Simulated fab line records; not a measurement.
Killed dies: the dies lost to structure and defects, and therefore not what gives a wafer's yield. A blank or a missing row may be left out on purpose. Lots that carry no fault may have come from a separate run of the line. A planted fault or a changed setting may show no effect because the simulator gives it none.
What tool caused it? / flow berkeleyCmos170 / Sampling: 15 lots, 45 wafers, 2 of 331 route steps

WHAT THE GAUGES READ, wafer by wafer
UCB170_SPACER_THK_MEAS_01.
lot=L458; measured=day 7 05:51; on=filmMetro-04; SPACER_TEOS_THK (nm)=373 389 385
lot=L459; measured=day 7 06:34; on=filmMetro-04; SPACER_TEOS_THK (nm)=375 380 386
lot=L462; measured=day 7 14:56; on=filmMetro-04; SPACER_TEOS_THK (nm)=372 377 382
lot=L460; measured=day 7 15:48; on=filmMetro-04; SPACER_TEOS_THK (nm)=376 372 380
lot=L461; measured=day 7 16:07; on=filmMetro-02; SPACER_TEOS_THK (nm)=374 381 382
lot=L463; measured=day 8 13:10; on=filmMetro-04; SPACER_TEOS_THK (nm)=740 751 746
lot=L464; measured=day 8 13:28; on=filmMetro-04; SPACER_TEOS_THK (nm)=374 377 382
lot=L466; measured=day 8 23:31; on=filmMetro-04; SPACER_TEOS_THK (nm)=736 755 744
lot=L468; measured=day 9 23:43; on=filmMetro-04; SPACER_TEOS_THK (nm)=742 747 755
lot=L473; measured=day 10 08:34; on=filmMetro-02; SPACER_TEOS_THK (nm)=375 381 382
lot=L472; measured=day 10 08:46; on=filmMetro-04; SPACER_TEOS_THK (nm)=369 374 373
lot=L478; measured=day 11 14:41; on=filmMetro-04; SPACER_TEOS_THK (nm)=365 366 378
lot=L479; measured=day 11 14:59; on=filmMetro-02; SPACER_TEOS_THK (nm)=373 378 379
lot=L476; measured=day 11 15:20; on=filmMetro-03; SPACER_TEOS_THK (nm)=372 374 375
lot=L480; measured=day 12 08:17; on=filmMetro-04; SPACER_TEOS_THK (nm)=371 373 374

WHAT TOOL EACH LOT RAN ON (gives the tool, then ch and the chambers of the sampled wafers, and finally the start)
lot=L458; UCB170_SPACER_CVD_00=pecvd-02 ch 0,1, day 7 05:47
lot=L459; UCB170_SPACER_CVD_00=pecvd-02 ch 1,2, day 7 06:31
lot=L462; UCB170_SPACER_CVD_00=pecvd-02 ch 0,1, day 7 14:54
lot=L460; UCB170_SPACER_CVD_00=pecvd-03 ch 0,2, day 7 15:46
lot=L461; UCB170_SPACER_CVD_00=pecvd-01 ch 1,2, day 7 16:04
lot=L463; UCB170_SPACER_CVD_00=pecvd-03 ch 1,2, day 8 12:53
lot=L464; UCB170_SPACER_CVD_00=pecvd-02 ch 1,2, day 8 13:25
lot=L466; UCB170_SPACER_CVD_00=pecvd-03 ch 1,2, day 8 23:14
lot=L468; UCB170_SPACER_CVD_00=pecvd-03 ch 1,2, day 9 23:20
lot=L473; UCB170_SPACER_CVD_00=pecvd-01 ch 0,1,2, day 10 08:31
lot=L472; UCB170_SPACER_CVD_00=pecvd-03 ch 1,2, day 10 08:43
lot=L478; UCB170_SPACER_CVD_00=pecvd-02 ch 0,1,2, day 11 14:38
lot=L479; UCB170_SPACER_CVD_00=pecvd-03 ch 0,1, day 11 14:55
lot=L476; UCB170_SPACER_CVD_00=pecvd-02 ch 0,1,2, day 11 15:18
lot=L480; UCB170_SPACER_CVD_00=pecvd-01 ch 0,1,2, day 12 08:14
- UCB170_SPACER_CVD_00: deposits SiO2 from TEOS/O2, target thk 376 nm, time 47 s.

AS READ BY THE TOOLS THEMSELVES (means over the sampled wafers that have a number; for cases with no such wafer, the mark the record gives instead)
UCB170_SPACER_CVD_00.
lot=L458; tool=pecvd-02; heaterPowerW (W)=224
lot=L459; tool=pecvd-02; heaterPowerW (W)=327
lot=L462; tool=pecvd-02; heaterPowerW (W)=240
lot=L460; tool=pecvd-03; heaterPowerW (W)=308
lot=L461; tool=pecvd-01; heaterPowerW (W)=320
lot=L463; tool=pecvd-03; heaterPowerW (W)=245
lot=L464; tool=pecvd-02; heaterPowerW (W)=305
lot=L466; tool=pecvd-03; heaterPowerW (W)=221
lot=L468; tool=pecvd-03; heaterPowerW (W)=280
lot=L473; tool=pecvd-01; heaterPowerW (W)=299
lot=L472; tool=pecvd-03; heaterPowerW (W)=244
lot=L478; tool=pecvd-02; heaterPowerW (W)=262
lot=L479; tool=pecvd-03; heaterPowerW (W)=293
lot=L476; tool=pecvd-02; heaterPowerW (W)=269
lot=L480; tool=pecvd-01; heaterPowerW (W)=349

THE ANSWER, worked out from the rows above alone
Rule: the usual values come from the lots themselves. Put in order of their means at a reading, lots are off if they are a third of the lots or fewer, leave a main group of 4 or more, and stand apart from it by a gap of 3 or more times the standard deviation of the main group's means; of several such gaps the widest counts. If all means in a main group match to the digits the tables above print for the reading, that group is not used. Also off: a lot with no number at a reading for which 4 or more lots have one. All remaining lots with rows at the step are treated as sound. The gauges are gone through in route order, then the tools' own readings, and for those a lot's mean is taken as printed above. At the first step where some lot is off, the reading lying furthest off is the one used; lots without a number count as furthest.
Off: L463, L466, L468, at UCB170_SPACER_THK_MEAS_01 (SPACER_TEOS_THK). Main group: mean 376 nm, sd 3.6.
A tool fits if, at a process step before that reading, it ran every lot that is off, and no sound lot after the first of them. Gauges at UCB170_SPACER_THK_MEAS_01: tried the same way as those tools. None of those tried fits.

WHAT HAD BEEN PUT IN BY THE SIMULATOR
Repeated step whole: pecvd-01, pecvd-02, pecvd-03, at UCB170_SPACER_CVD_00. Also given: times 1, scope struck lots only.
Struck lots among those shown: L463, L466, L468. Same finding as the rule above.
